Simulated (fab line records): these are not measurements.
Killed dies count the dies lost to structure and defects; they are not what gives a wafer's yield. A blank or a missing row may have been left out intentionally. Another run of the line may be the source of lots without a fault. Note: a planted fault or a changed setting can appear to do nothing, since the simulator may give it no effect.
What tool caused it? + flow berkeley cmos170 + Sampling: 14 lots, 42 wafers, 4 of 331 route steps

== WHAT THE GAUGES READ, wafer by wafer ==
UCB170_PWELL_OVL_MEAS_13. Usual: for PWELL_OVL the level is -3 nm and the standard deviation is 4.5.
| lot  | measured    | on         | PWELL_OVL (nm) | flag |
|------|-------------|------------|----------------|------|
| L941 | day 4 00:24 | overlay-01 | -4 2 -4        |      |
| L943 | day 4 15:35 | overlay-02 | -2 2 1         |      |
| L942 | day 4 15:51 | overlay-01 | -2 -4 -8       |      |
| L946 | day 5 05:26 | overlay-01 | 1 0 4          |      |
| L945 | day 5 05:48 | overlay-02 | 3 -7 -3        |      |
| L944 | day 5 05:52 | overlay-01 | 2 0 -2         |      |
| L950 | day 5 17:13 | overlay-01 | 1 0 -5         |      |
| L952 | day 6 06:36 | overlay-01 | -5 -12 -9      |      |
| L954 | day 6 19:30 | overlay-02 | 3 6 1          |      |
| L958 | day 6 19:43 | overlay-02 | -4 5 -1        |      |
| L957 | day 6 20:36 | overlay-01 | -6 -10 -12     |      |
| L960 | day 7 09:43 | overlay-02 | -7 -5 -1       |      |
| L962 | day 7 21:43 | overlay-01 | 3 -4 -2        |      |
| L964 | day 8 02:54 | overlay-01 | -3 -1 -1       |      |

UCB170_PFIELD_TW_MEAS_09. Usual: for PFIELD_TW the level is 600 and the standard deviation is 5.6.
| lot  | measured    | on            | PFIELD_TW   | flag |
|------|-------------|---------------|-------------|------|
| L941 | day 5 17:38 | film metro-03 | 594 597 594 |      |
| L943 | day 6 04:07 | film metro-03 | 601 601 603 |      |
| L942 | day 6 04:29 | film metro-03 | 599 598 600 |      |
| L946 | day 6 20:47 | film metro-02 | 594 595 595 |      |
| L945 | day 6 21:10 | film metro-03 | 600 601 602 |      |
| L944 | day 6 20:31 | film metro-03 | 599 601 599 |      |
| L950 | day 7 09:37 | film metro-02 | 593 593 590 |      |
| L952 | day 7 20:56 | film metro-03 | 601 597 597 |      |
| L954 | day 8 09:31 | film metro-01 | 606 604 603 |      |
| L958 | day 8 08:58 | film metro-01 | 606 604 607 |      |
| L957 | day 8 09:15 | film metro-03 | 597 598 596 |      |
| L960 | day 9 01:42 | film metro-02 | 593 595 597 |      |
| L962 | day 9 12:17 | film metro-01 | 608 609 601 |      |
| L964 | day 9 23:29 | film metro-01 | 605 608 606 |      |

UCB170_M3_THK_MEAS_03: measures by xrf. Usual: for M3_AL_THK the level is 900 nm and the standard deviation is 11.
| lot  | measured     | on            | M3_AL_THK (nm) | flag |
|------|--------------|---------------|----------------|------|
| L941 | day 9 14:10  | film metro-04 | 890 878 912    |      |
| L943 | day 10 04:22 | film metro-03 | 889 905 884    |      |
| L942 | day 10 02:17 | film metro-04 | 899 894 904    |      |
| L946 | day 10 17:01 | film metro-01 | 904 905 912    |      |
| L945 | day 10 15:57 | film metro-01 | 895 888 899    |      |
| L944 | day 10 16:19 | film metro-04 | 907 916 896    |      |
| L950 | day 11 07:38 | film metro-01 | 907 905 902    |      |
| L952 | day 11 23:35 | film metro-01 | 905 902 906    |      |
| L954 | day 12 11:37 | film metro-04 | 907 891 890    |      |
| L958 | day 12 14:28 | film metro-04 | 903 908 901    |      |
| L957 | day 12 13:55 | film metro-03 | 893 898 898    |      |
| L960 | day 13 00:22 | film metro-04 | 885 896 886    |      |
| L962 | day 13 10:07 | film metro-04 | 893 896 892    |      |
| L964 | day 13 19:58 | film metro-01 | 923 909 915    |      |

== WHAT TOOL EACH LOT RAN ON (gives the tool, then ch and the chambers of the sampled wafers, and finally the start) ==
| lot  | UCB170_M1_METAL_ETCH_12           |
|------|-----------------------------------|
| L941 | rie metal-01 ch 1, day 9 03:48    |
| L943 | rie metal-04 ch 0,1, day 9 14:52  |
| L942 | rie metal-01 ch 1, day 9 13:44    |
| L946 | rie metal-04 ch 0,1, day 10 04:47 |
| L945 | rie metal-03 ch 0,1, day 10 04:31 |
| L944 | rie metal-01 ch 0,1, day 10 04:44 |
| L950 | rie metal-01 ch 0,1, day 10 19:07 |
| L952 | rie metal-01 ch 0,1, day 11 12:49 |
| L954 | rie metal-01 ch 0,1, day 11 23:31 |
| L958 | rie metal-04 ch 0,1, day 12 01:02 |
| L957 | rie metal-03 ch 0,1, day 12 00:46 |
| L960 | rie metal-04 ch 0, day 12 12:11   |
| L962 | rie metal-03 ch 0,1, day 12 23:13 |
| L964 | rie metal-03 ch 0,1, day 13 07:58 |
- UCB170_M1_METAL_ETCH_12: etches Al in Cl2/BCl3, stops on PSG, target depth 780 nm, time 130 s.

== WHAT THE TOOLS THEMSELVES READ (means of the sampled wafers that have a number; where no wafer has one, the mark that the record gives instead) ==
UCB170_M1_METAL_ETCH_12. Usual: bias w 120.0 W, standard deviation 0.36; drypump motor current A 5.7 A, standard deviation 0.48; oes product au 0.844 a.u., standard deviation 0.012; throttle valve pct 24.59 %, standard deviation 0.24.
| lot  | tool         | bias w (W) | drypump motor current A (A) | oes product au (a.u.) | throttle valve pct (%) | flag |
|------|--------------|------------|-----------------------------|-----------------------|------------------------|------|
| L941 | rie metal-01 | 120.1      | 5.7                         | 0.834                 | 24.98                  |      |
| L943 | rie metal-04 | 120.3      | 6.2                         | 0.838                 | 24.50                  |      |
| L942 | rie metal-01 | 120.1      | 5.7                         | 0.830                 | 24.98                  |      |
| L946 | rie metal-04 | 120.0      | 5.7                         | 0.845                 | 24.40                  |      |
| L945 | rie metal-03 | 119.9      | 5.4                         | 0.854                 | 24.55                  |      |
| L944 | rie metal-01 | 119.9      | 5.9                         | 0.841                 | 24.76                  |      |
| L950 | rie metal-01 | 120.1      | 6.0                         | 0.837                 | 24.56                  |      |
| L952 | rie metal-01 | 147.7      | 5.9                         | 0.847                 | 24.76                  | OFF  |
| L954 | rie metal-01 | 134.3      | 6.1                         | 0.842                 | 24.56                  | OFF  |
| L958 | rie metal-04 | 119.9      | 6.2                         | 0.835                 | 24.51                  |      |
| L957 | rie metal-03 | 120.1      | 5.4                         | 0.864                 | 24.55                  |      |
| L960 | rie metal-04 | 119.7      | 5.2                         | 0.852                 | 24.30                  |      |
| L962 | rie metal-03 | 119.8      | 5.4                         | 0.860                 | 24.55                  |      |
| L964 | rie metal-03 | 119.9      | 5.5                         | 0.849                 | 24.54                  |      |

== THE ANSWER, worked out from the rows above alone ==
Rule: lot off if the mean of its wafers having a number is beyond 3 standard deviations from the usual mean. Also off: a lot with no number at a reading for which 4 or more lots have one. Where the step has rows for the other lots, those lots are counted as sound. After the gauges, taken in route order, come the tools' own readings; for these a lot's mean is taken, as printed above. The first step at which some lot is off is used, and at that step the reading that is off furthest; a lot without a number counts as furthest.
Off, at UCB170_M1_METAL_ETCH_12 on bias w: L952, L954.
A tool fits if, at that step or a process step before it, it ran every lot that is off, and no sound lot after the first of them. One candidate fits, namely rie metal-01 at UCB170_M1_METAL_ETCH_12. Its last sound lot is L950 (day 10 19:07), its first lot that is off L952 (day 11 12:49): a fault that began between those two fits.
The tool's own readings at UCB170_M1_METAL_ETCH_12 bear it out: on the lots that are off they differ by more than 5 times the standard deviation of the sound lots' means. bias w reads 141.0 W there against 120.0 W on the sound lots.

== WHAT HAD BEEN PUT IN BY THE SIMULATOR ==
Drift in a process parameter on rie metal-01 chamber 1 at UCB170_M1_METAL_ETCH_12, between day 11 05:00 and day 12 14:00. From 120, the setting bias w moved by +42. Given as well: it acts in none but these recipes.
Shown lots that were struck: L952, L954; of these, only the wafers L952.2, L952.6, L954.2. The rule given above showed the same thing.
